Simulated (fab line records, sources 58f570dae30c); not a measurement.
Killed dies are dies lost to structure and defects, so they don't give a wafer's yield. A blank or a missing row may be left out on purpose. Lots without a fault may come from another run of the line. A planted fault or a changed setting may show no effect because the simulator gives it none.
Which tool did it? + flow berkeley_cmos170 + 42 wafers from 14 lots sampled at 5 of the route's 331 steps

== WHAT THE GAUGES READ, wafer by wafer ==
UCB170_NWELL_TW_MEAS_16.
| lot  | measured    | on            | NWELL_TW       |
|------|-------------|---------------|----------------|
| L406 | day 2 03:52 | film_metro-03 | 1258 1267 1265 |
| L410 | day 3 00:20 | film_metro-04 | 1253 1254 1254 |
| L411 | day 3 07:13 | film_metro-04 | 1251 1249 1248 |
| L412 | day 3 11:09 | film_metro-04 | 1248 1249 1252 |
| L413 | day 3 17:59 | film_metro-03 | 1255 1257 1254 |
| L414 | day 3 21:42 | film_metro-03 | 1259 1257 1260 |
| L415 | day 3 21:55 | film_metro-03 | 1260 1258 1259 |
| L417 | day 4 14:22 | film_metro-04 | 1243 1241 1249 |
| L422 | day 5 12:01 | film_metro-03 | 1268 1278 1271 |
| L423 | day 5 22:01 | film_metro-02 | 1256 1253 1261 |
| L424 | day 6 09:53 | film_metro-03 | 1265 1267 1260 |
| L425 | day 6 09:40 | film_metro-02 | 1260 1262 1264 |
| L427 | day 7 00:47 | film_metro-03 | 1263 1261 1264 |
| L429 | day 7 04:14 | film_metro-04 | 1248 1248 1247 |

UCB170_PVT_OVL_MEAS_06.
| lot  | measured     | on         | PVT_OVL (nm) |
|------|--------------|------------|--------------|
| L406 | day 4 21:41  | overlay-01 | 2 -4 2       |
| L410 | day 6 04:23  | overlay-02 | -13 -8 -20   |
| L411 | day 7 01:17  | overlay-02 | 9 14 4       |
| L412 | day 6 22:11  | overlay-02 | -2 -3 -3     |
| L413 | day 7 04:42  | overlay-01 | -8 -9 -8     |
| L414 | day 7 04:29  | overlay-02 | -7 -2 -4     |
| L415 | day 7 04:26  | overlay-01 | -6 -3 -1     |
| L417 | day 8 01:29  | overlay-01 | -4 2 5       |
| L422 | day 9 00:58  | overlay-01 | -1 4 1       |
| L423 | day 9 05:46  | overlay-01 | 5 12 1       |
| L424 | day 9 18:19  | overlay-01 | -2 1 -6      |
| L425 | day 9 17:41  | overlay-02 | -2 1 0       |
| L427 | day 10 01:45 | overlay-01 | -4 -5 -9     |
| L429 | day 10 03:13 | overlay-01 | -8 -11 -2    |

UCB170_GATE_CD_MEAS_12 targets a cd of 350 nm.
| lot  | measured     | on        | cd_nm (nm)        |
|------|--------------|-----------|-------------------|
| L406 | day 5 08:58  | cd_sem-02 | 349.3 348.8 348.5 |
| L410 | day 6 20:00  | cd_sem-01 | 349.6 349.7 349.9 |
| L411 | day 7 11:40  | cd_sem-01 | 350.9 352.5 352.9 |
| L412 | day 7 05:47  | cd_sem-02 | 349.1 349.9 350.8 |
| L413 | day 7 16:52  | cd_sem-02 | 349.5 349.4 350.0 |
| L414 | day 7 17:14  | cd_sem-01 | 351.2 350.2 349.9 |
| L415 | day 7 17:07  | cd_sem-01 | 349.1 348.3 349.6 |
| L417 | day 8 12:25  | cd_sem-01 | 351.2 352.7 350.7 |
| L422 | day 9 15:26  | cd_sem-02 | 330.2 330.5 329.8 |
| L423 | day 9 19:10  | cd_sem-01 | 348.6 349.0 348.0 |
| L424 | day 10 02:19 | cd_sem-01 | 329.2 329.9 330.5 |
| L425 | day 10 02:38 | cd_sem-01 | 352.0 350.8 349.1 |
| L427 | day 10 12:24 | cd_sem-01 | 351.9 351.7 352.2 |
| L429 | day 10 12:43 | cd_sem-02 | 347.9 347.8 348.4 |

== WHICH TOOL RAN EACH LOT (tool, then ch and the chambers of the sampled wafers, then the start) ==
| lot  | UCB170_ZERO_ETCH_06               | UCB170_GATE_PEB_10                |
|------|-----------------------------------|-----------------------------------|
| L406 | rie_diel-03 ch 0,2,3, day 1 15:44 | litho_track-04 ch 0, day 5 08:38  |
| L410 | rie_diel-01 ch 2,3, day 2 13:31   | litho_track-02 ch 0, day 6 19:43  |
| L411 | rie_diel-02 ch 0,1,2, day 2 19:31 | litho_track-02 ch 0, day 7 11:23  |
| L412 | rie_diel-02 ch 0,1,3, day 3 00:24 | litho_track-02 ch 0, day 7 05:31  |
| L413 | rie_diel-02 ch 0,1,2, day 3 07:49 | litho_track-02 ch 0, day 7 16:35  |
| L414 | rie_diel-03 ch 0,1,2, day 3 10:35 | litho_track-01 ch 0, day 7 16:57  |
| L415 | rie_diel-02 ch 1,2,3, day 3 13:59 | litho_track-04 ch 0, day 7 16:50  |
| L417 | rie_diel-01 ch 0,3, day 3 23:56   | litho_track-01 ch 0, day 8 12:09  |
| L422 | rie_diel-03 ch 0,3, day 5 00:49   | litho_track-02 ch 0, day 9 15:10  |
| L423 | rie_diel-01 ch 0,2,3, day 5 08:33 | litho_track-04 ch 0, day 9 18:52  |
| L424 | rie_diel-01 ch 1,2,3, day 5 17:29 | litho_track-02 ch 0, day 10 02:03 |
| L425 | rie_diel-02 ch 0,1,3, day 5 17:46 | litho_track-01 ch 0, day 10 02:19 |
| L427 | rie_diel-02 ch 2,3, day 6 09:44   | litho_track-04 ch 0, day 10 12:08 |
| L429 | rie_diel-03 ch 1,2, day 6 18:37   | litho_track-04 ch 0, day 10 12:27 |
- UCB170_ZERO_ETCH_06: etches SiO2 in CHF3/CF4/Ar, time 12 s.
- UCB170_GATE_PEB_10

== WHAT THE TOOLS THEMSELVES READ (means of the sampled wafers that have a number; where no wafer has one, the mark that the record gives instead) ==
UCB170_ZERO_ETCH_06.
| lot  | tool        | drypump_motor_current_A (A) | oes_product_au (a.u.) | throttle_valve_pct (%) |
|------|-------------|-----------------------------|-----------------------|------------------------|
| L406 | rie_diel-03 | 6.0                         | 0.623                 | 9.22                   |
| L410 | rie_diel-01 | 5.4                         | 0.622                 | 9.48                   |
| L411 | rie_diel-02 | 6.0                         | 0.607                 | 9.38                   |
| L412 | rie_diel-02 | 6.0                         | 0.609                 | 9.30                   |
| L413 | rie_diel-02 | 6.1                         | 0.609                 | 9.38                   |
| L414 | rie_diel-03 | 5.9                         | 0.621                 | 9.24                   |
| L415 | rie_diel-02 | 5.7                         | 0.616                 | 9.38                   |
| L417 | rie_diel-01 | 5.1                         | 0.619                 | 9.55                   |
| L422 | rie_diel-03 | 6.0                         | 0.629                 | 9.27                   |
| L423 | rie_diel-01 | 5.3                         | 0.617                 | 9.43                   |
| L424 | rie_diel-01 | 5.6                         | 0.614                 | 9.27                   |
| L425 | rie_diel-02 | 6.0                         | 0.611                 | 9.30                   |
| L427 | rie_diel-02 | 5.6                         | 0.614                 | 9.42                   |
| L429 | rie_diel-03 | 5.8                         | 0.612                 | 9.19                   |

UCB170_GATE_PEB_10.
| lot  | tool           | exhaust_pa (Pa) |
|------|----------------|-----------------|
| L406 | litho_track-04 | 44.5            |
| L410 | litho_track-02 | 44.9            |
| L411 | litho_track-02 | 45.6            |
| L412 | litho_track-02 | 45.2            |
| L413 | litho_track-02 | 44.6            |
| L414 | litho_track-01 | 46.2            |
| L415 | litho_track-04 | 44.5            |
| L417 | litho_track-01 | 46.2            |
| L422 | litho_track-02 | 46.0            |
| L423 | litho_track-04 | 44.8            |
| L424 | litho_track-02 | 44.8            |
| L425 | litho_track-01 | 45.9            |
| L427 | litho_track-04 | 46.1            |
| L429 | litho_track-04 | 43.8            |

== THE ANSWER, worked out from the rows above alone ==
Rule: usual is defined by the lots themselves. Put in order of their means at a reading, lots are off if they are a third of the lots or fewer, leave a main group of 4 or more, and stand apart from it by a gap of 3 or more times the standard deviation of the main group's means; of several such gaps the widest counts. If all means in a main group match to the digits the tables above print for the reading, that group is not used. Also off: a lot with no number at a reading for which 4 or more lots have one. All remaining lots with rows at the step are treated as sound. Order of review: gauges by route order, followed by the tools' own readings, for which a lot's mean as printed above is used. At the first step where some lot is off, the reading lying furthest off is the one used; lots without a number count as furthest.
Off, at UCB170_GATE_CD_MEAS_12 on cd_nm: L422, L424. Mean 350.0 nm and standard deviation 1.3 in the main group.
A tool fits if, at a process step before that reading, it ran every lot that is off, and no sound lot after the first of them. Gauges at UCB170_GATE_CD_MEAS_12: tried the same way as those tools. One candidate fits, namely litho_track-02 at UCB170_GATE_PEB_10. A fault onset in the window from L413 (day 7 16:35, its last sound lot) to L422 (day 9 15:10, its first lot off) fits.

== WHAT HAD BEEN PUT IN BY THE SIMULATOR ==
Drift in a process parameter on litho_track-02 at UCB170_GATE_PEB_10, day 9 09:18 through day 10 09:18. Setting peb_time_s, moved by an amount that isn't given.
Lots struck among those shown: L422, L424. This agrees with what the rule above found.
